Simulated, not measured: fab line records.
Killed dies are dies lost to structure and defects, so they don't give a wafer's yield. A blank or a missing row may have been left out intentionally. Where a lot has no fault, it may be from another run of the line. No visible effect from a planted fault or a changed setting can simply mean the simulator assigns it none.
The tool behind it: which one? || flow rit cmos || 14 lots, 42 wafers sampled, at 5 steps of a route of 202

WHAT EACH GAUGE READ, for each wafer
RIT_GATE_OVL_MEAS_17. Usual: for GATE_OVL the level is 0.4 nm and the standard deviation is 1.2.
{"lot": "L750", "measured": "day 2 22:03", "on": "overlay-02", "GATE_OVL (nm)": "2.1 1.6 -0.1", "flag": ""}
{"lot": "L749", "measured": "day 2 22:20", "on": "overlay-01", "GATE_OVL (nm)": "1.1 0.6 2.1", "flag": ""}
{"lot": "L751", "measured": "day 3 04:51", "on": "overlay-02", "GATE_OVL (nm)": "1.6 0.0 -0.1", "flag": ""}
{"lot": "L753", "measured": "day 3 15:11", "on": "overlay-02", "GATE_OVL (nm)": "0.8 1.2 -0.8", "flag": ""}
{"lot": "L754", "measured": "day 3 17:33", "on": "overlay-02", "GATE_OVL (nm)": "0.7 0.5 -0.9", "flag": ""}
{"lot": "L757", "measured": "day 4 08:17", "on": "overlay-02", "GATE_OVL (nm)": "-0.9 -0.2 -0.9", "flag": ""}
{"lot": "L759", "measured": "day 4 20:35", "on": "overlay-01", "GATE_OVL (nm)": "0.2 -1.1 -0.6", "flag": ""}
{"lot": "L761", "measured": "day 5 10:27", "on": "overlay-01", "GATE_OVL (nm)": "2.7 2.8 1.5", "flag": ""}
{"lot": "L764", "measured": "day 6 02:05", "on": "overlay-01", "GATE_OVL (nm)": "-0.5 -0.5 -1.1", "flag": ""}
{"lot": "L766", "measured": "day 6 11:06", "on": "overlay-02", "GATE_OVL (nm)": "-1.1 -0.2 0.1", "flag": ""}
{"lot": "L767", "measured": "day 6 14:58", "on": "overlay-01", "GATE_OVL (nm)": "-0.2 -0.6 -1.4", "flag": ""}
{"lot": "L769", "measured": "day 6 22:53", "on": "overlay-02", "GATE_OVL (nm)": "0.0 0.9 1.0", "flag": ""}
{"lot": "L771", "measured": "day 7 04:55", "on": "overlay-01", "GATE_OVL (nm)": "-0.3 0.0 -0.8", "flag": ""}
{"lot": "L772", "measured": "day 7 09:29", "on": "overlay-01", "GATE_OVL (nm)": "1.4 -1.4 2.4", "flag": ""}

RIT_CONTACT_THK_MEAS_01. Usual: for CONTACT_TEOS_THK the level is 401 nm and the standard deviation is 5.2.
{"lot": "L750", "measured": "day 3 15:02", "on": "film metro-01", "CONTACT_TEOS_THK (nm)": "401 395 400", "flag": ""}
{"lot": "L749", "measured": "day 3 13:29", "on": "film metro-03", "CONTACT_TEOS_THK (nm)": "406 402 414", "flag": ""}
{"lot": "L751", "measured": "day 3 19:42", "on": "film metro-04", "CONTACT_TEOS_THK (nm)": "399 409 401", "flag": ""}
{"lot": "L753", "measured": "day 4 07:04", "on": "film metro-01", "CONTACT_TEOS_THK (nm)": "397 395 390", "flag": ""}
{"lot": "L754", "measured": "day 4 07:29", "on": "film metro-01", "CONTACT_TEOS_THK (nm)": "404 398 406", "flag": ""}
{"lot": "L757", "measured": "day 4 23:44", "on": "film metro-01", "CONTACT_TEOS_THK (nm)": "400 394 449", "flag": ""}
{"lot": "L759", "measured": "day 5 11:02", "on": "film metro-01", "CONTACT_TEOS_THK (nm)": "443 401 399", "flag": ""}
{"lot": "L761", "measured": "day 6 01:34", "on": "film metro-01", "CONTACT_TEOS_THK (nm)": "398 400 404", "flag": ""}
{"lot": "L764", "measured": "day 6 17:23", "on": "film metro-04", "CONTACT_TEOS_THK (nm)": "404 400 409", "flag": ""}
{"lot": "L766", "measured": "day 7 01:58", "on": "film metro-01", "CONTACT_TEOS_THK (nm)": "397 402 400", "flag": ""}
{"lot": "L767", "measured": "day 7 05:02", "on": "film metro-01", "CONTACT_TEOS_THK (nm)": "397 402 396", "flag": ""}
{"lot": "L769", "measured": "day 7 13:15", "on": "film metro-01", "CONTACT_TEOS_THK (nm)": "394 408 400", "flag": ""}
{"lot": "L771", "measured": "day 7 20:07", "on": "film metro-03", "CONTACT_TEOS_THK (nm)": "399 389 402", "flag": ""}
{"lot": "L772", "measured": "day 8 01:03", "on": "film metro-01", "CONTACT_TEOS_THK (nm)": "407 401 403", "flag": ""}

WHAT TOOL EACH LOT RAN ON (gives the tool, then ch and the chambers of the sampled wafers, and finally the start)
{"lot": "L750", "RIT_GATE_STRIP_20": "plasma asher-01 ch 0,1, day 2 22:29", "RIT_PSD_STRIP_09": "plasma asher-02 ch 0,1, day 3 13:20", "RIT_CONTACT_CVD_00": "pecvd-01 ch 0,2, day 3 14:59"}
{"lot": "L749", "RIT_GATE_STRIP_20": "plasma asher-04 ch 0, day 2 22:37", "RIT_PSD_STRIP_09": "plasma asher-02 ch 0,1, day 3 11:46", "RIT_CONTACT_CVD_00": "pecvd-03 ch 0,2, day 3 13:26"}
{"lot": "L751", "RIT_GATE_STRIP_20": "plasma asher-02 ch 0,1, day 3 05:11", "RIT_PSD_STRIP_09": "plasma asher-04 ch 0,1, day 3 18:01", "RIT_CONTACT_CVD_00": "pecvd-04 ch 0,1, day 3 19:37"}
{"lot": "L753", "RIT_GATE_STRIP_20": "plasma asher-01 ch 0,1, day 3 15:29", "RIT_PSD_STRIP_09": "plasma asher-01 ch 0,1, day 4 05:17", "RIT_CONTACT_CVD_00": "pecvd-01 ch 0,1,2, day 4 07:01"}
{"lot": "L754", "RIT_GATE_STRIP_20": "plasma asher-01 ch 0,1, day 3 17:51", "RIT_PSD_STRIP_09": "plasma asher-01 ch 0,1, day 4 05:43", "RIT_CONTACT_CVD_00": "pecvd-04 ch 0,1,2, day 4 07:26"}
{"lot": "L757", "RIT_GATE_STRIP_20": "plasma asher-01 ch 0,1, day 4 08:34", "RIT_PSD_STRIP_09": "plasma asher-04 ch 0,1, day 4 22:02", "RIT_CONTACT_CVD_00": "pecvd-04 ch 0,1,2, day 4 23:41"}
{"lot": "L759", "RIT_GATE_STRIP_20": "plasma asher-04 ch 0,1, day 4 20:53", "RIT_PSD_STRIP_09": "plasma asher-04 ch 0,1, day 5 09:19", "RIT_CONTACT_CVD_00": "pecvd-04 ch 0,1,2, day 5 10:58"}
{"lot": "L761", "RIT_GATE_STRIP_20": "plasma asher-04 ch 0,1, day 5 10:44", "RIT_PSD_STRIP_09": "plasma asher-04 ch 0,1, day 5 23:52", "RIT_CONTACT_CVD_00": "pecvd-01 ch 0,1,2, day 6 01:31"}
{"lot": "L764", "RIT_GATE_STRIP_20": "plasma asher-04 ch 0,1, day 6 02:23", "RIT_PSD_STRIP_09": "plasma asher-01 ch 0, day 6 15:40", "RIT_CONTACT_CVD_00": "pecvd-01 ch 0,1,2, day 6 17:19"}
{"lot": "L766", "RIT_GATE_STRIP_20": "plasma asher-04 ch 0,1, day 6 11:26", "RIT_PSD_STRIP_09": "plasma asher-01 ch 0,1, day 7 00:14", "RIT_CONTACT_CVD_00": "pecvd-03 ch 0,2, day 7 01:53"}
{"lot": "L767", "RIT_GATE_STRIP_20": "plasma asher-01 ch 0,1, day 6 15:23", "RIT_PSD_STRIP_09": "plasma asher-02 ch 0,1, day 7 03:19", "RIT_CONTACT_CVD_00": "pecvd-01 ch 1,2, day 7 04:58"}
{"lot": "L769", "RIT_GATE_STRIP_20": "plasma asher-02 ch 0,1, day 6 23:11", "RIT_PSD_STRIP_09": "plasma asher-01 ch 0,1, day 7 11:26", "RIT_CONTACT_CVD_00": "pecvd-03 ch 1,2, day 7 13:12"}
{"lot": "L771", "RIT_GATE_STRIP_20": "plasma asher-04 ch 0,1, day 7 05:12", "RIT_PSD_STRIP_09": "plasma asher-04 ch 0,1, day 7 18:20", "RIT_CONTACT_CVD_00": "pecvd-04 ch 1,2, day 7 20:04"}
{"lot": "L772", "RIT_GATE_STRIP_20": "plasma asher-04 ch 0,1, day 7 09:55", "RIT_PSD_STRIP_09": "plasma asher-04 ch 0,1, day 7 23:21", "RIT_CONTACT_CVD_00": "pecvd-03 ch 0,1,2, day 8 00:59"}
- RIT_GATE_STRIP_20: strips in O2, time 180 s.
- RIT_PSD_STRIP_09: strips in O2, time 180 s.
- RIT_CONTACT_CVD_00: deposits SiO2 from TEOS, target thk 400 nm, time 61 s.

WHAT THE TOOLS THEMSELVES READ (means of the sampled wafers that have a number; where no wafer has one, the mark that the record gives instead)
RIT_GATE_STRIP_20. Usual: drypump motor current A at 5.9 A, with a standard deviation of 0.44.
{"lot": "L750", "tool": "plasma asher-01", "drypump motor current A (A)": 6.1, "flag": ""}
{"lot": "L749", "tool": "plasma asher-04", "drypump motor current A (A)": 6.2, "flag": ""}
{"lot": "L751", "tool": "plasma asher-02", "drypump motor current A (A)": 5.6, "flag": ""}
{"lot": "L753", "tool": "plasma asher-01", "drypump motor current A (A)": 5.8, "flag": ""}
{"lot": "L754", "tool": "plasma asher-01", "drypump motor current A (A)": 6.2, "flag": ""}
{"lot": "L757", "tool": "plasma asher-01", "drypump motor current A (A)": 5.8, "flag": ""}
{"lot": "L759", "tool": "plasma asher-04", "drypump motor current A (A)": 6.0, "flag": ""}
{"lot": "L761", "tool": "plasma asher-04", "drypump motor current A (A)": 5.7, "flag": ""}
{"lot": "L764", "tool": "plasma asher-04", "drypump motor current A (A)": 6.0, "flag": ""}
{"lot": "L766", "tool": "plasma asher-04", "drypump motor current A (A)": 6.0, "flag": ""}
{"lot": "L767", "tool": "plasma asher-01", "drypump motor current A (A)": 5.8, "flag": ""}
{"lot": "L769", "tool": "plasma asher-02", "drypump motor current A (A)": 5.8, "flag": ""}
{"lot": "L771", "tool": "plasma asher-04", "drypump motor current A (A)": 6.0, "flag": ""}
{"lot": "L772", "tool": "plasma asher-04", "drypump motor current A (A)": 6.0, "flag": ""}

RIT_PSD_STRIP_09. Usual: drypump motor current A at 5.9 A, with a standard deviation of 0.43.
{"lot": "L750", "tool": "plasma asher-02", "drypump motor current A (A)": 5.8, "flag": ""}
{"lot": "L749", "tool": "plasma asher-02", "drypump motor current A (A)": 5.8, "flag": ""}
{"lot": "L751", "tool": "plasma asher-04", "drypump motor current A (A)": 5.7, "flag": ""}
{"lot": "L753", "tool": "plasma asher-01", "drypump motor current A (A)": 6.2, "flag": ""}
{"lot": "L754", "tool": "plasma asher-01", "drypump motor current A (A)": 6.2, "flag": ""}
{"lot": "L757", "tool": "plasma asher-04", "drypump motor current A (A)": 6.0, "flag": ""}
{"lot": "L759", "tool": "plasma asher-04", "drypump motor current A (A)": 5.7, "flag": ""}
{"lot": "L761", "tool": "plasma asher-04", "drypump motor current A (A)": 6.0, "flag": ""}
{"lot": "L764", "tool": "plasma asher-01", "drypump motor current A (A)": 5.5, "flag": ""}
{"lot": "L766", "tool": "plasma asher-01", "drypump motor current A (A)": 6.2, "flag": ""}
{"lot": "L767", "tool": "plasma asher-02", "drypump motor current A (A)": 5.6, "flag": ""}
{"lot": "L769", "tool": "plasma asher-01", "drypump motor current A (A)": 5.8, "flag": ""}
{"lot": "L771", "tool": "plasma asher-04", "drypump motor current A (A)": 6.0, "flag": ""}
{"lot": "L772", "tool": "plasma asher-04", "drypump motor current A (A)": 5.7, "flag": ""}

RIT_CONTACT_CVD_00. Usual: heater power w 318 W, standard deviation 48; run length s 88.9 s, standard deviation 0.58.
{"lot": "L750", "tool": "pecvd-01", "heater power w (W)": 299, "run length s (s)": 88.7, "flag": ""}
{"lot": "L749", "tool": "pecvd-03", "heater power w (W)": 358, "run length s (s)": 89.2, "flag": ""}
{"lot": "L751", "tool": "pecvd-04", "heater power w (W)": 271, "run length s (s)": 88.8, "flag": ""}
{"lot": "L753", "tool": "pecvd-01", "heater power w (W)": 325, "run length s (s)": 89.1, "flag": ""}
{"lot": "L754", "tool": "pecvd-04", "heater power w (W)": 313, "run length s (s)": 88.6, "flag": ""}
{"lot": "L757", "tool": "pecvd-04", "heater power w (W)": 290, "run length s (s)": 91.3, "flag": "OFF"}
{"lot": "L759", "tool": "pecvd-04", "heater power w (W)": 297, "run length s (s)": 91.0, "flag": "OFF"}
{"lot": "L761", "tool": "pecvd-01", "heater power w (W)": 324, "run length s (s)": 88.9, "flag": ""}
{"lot": "L764", "tool": "pecvd-01", "heater power w (W)": 337, "run length s (s)": 88.7, "flag": ""}
{"lot": "L766", "tool": "pecvd-03", "heater power w (W)": 367, "run length s (s)": 89.3, "flag": ""}
{"lot": "L767", "tool": "pecvd-01", "heater power w (W)": 326, "run length s (s)": 89.1, "flag": ""}
{"lot": "L769", "tool": "pecvd-03", "heater power w (W)": 349, "run length s (s)": 89.1, "flag": ""}
{"lot": "L771", "tool": "pecvd-04", "heater power w (W)": 261, "run length s (s)": 88.9, "flag": ""}
{"lot": "L772", "tool": "pecvd-03", "heater power w (W)": 333, "run length s (s)": 89.3, "flag": ""}

THE ANSWER, worked out from the rows above alone
Rule: take the mean of a lot's wafers that have a number; if it is more than 3 standard deviations from the usual mean, the lot is off. Also off: a lot with no number at a reading for which 4 or more lots have one. All remaining lots with rows at the step are treated as sound. The gauges are gone through in route order, then the tools' own readings, and for those a lot's mean is taken as printed above. At the first step where some lot is off, the reading lying furthest off is the one used; lots without a number count as furthest.
Off, at RIT_CONTACT_CVD_00 on run length s: L757, L759.
A tool fits if, at that step or a process step before it, it ran every lot that is off, and no sound lot after the first of them. Of those tried, none fits.

WHAT THE SIMULATOR HAD PUT IN
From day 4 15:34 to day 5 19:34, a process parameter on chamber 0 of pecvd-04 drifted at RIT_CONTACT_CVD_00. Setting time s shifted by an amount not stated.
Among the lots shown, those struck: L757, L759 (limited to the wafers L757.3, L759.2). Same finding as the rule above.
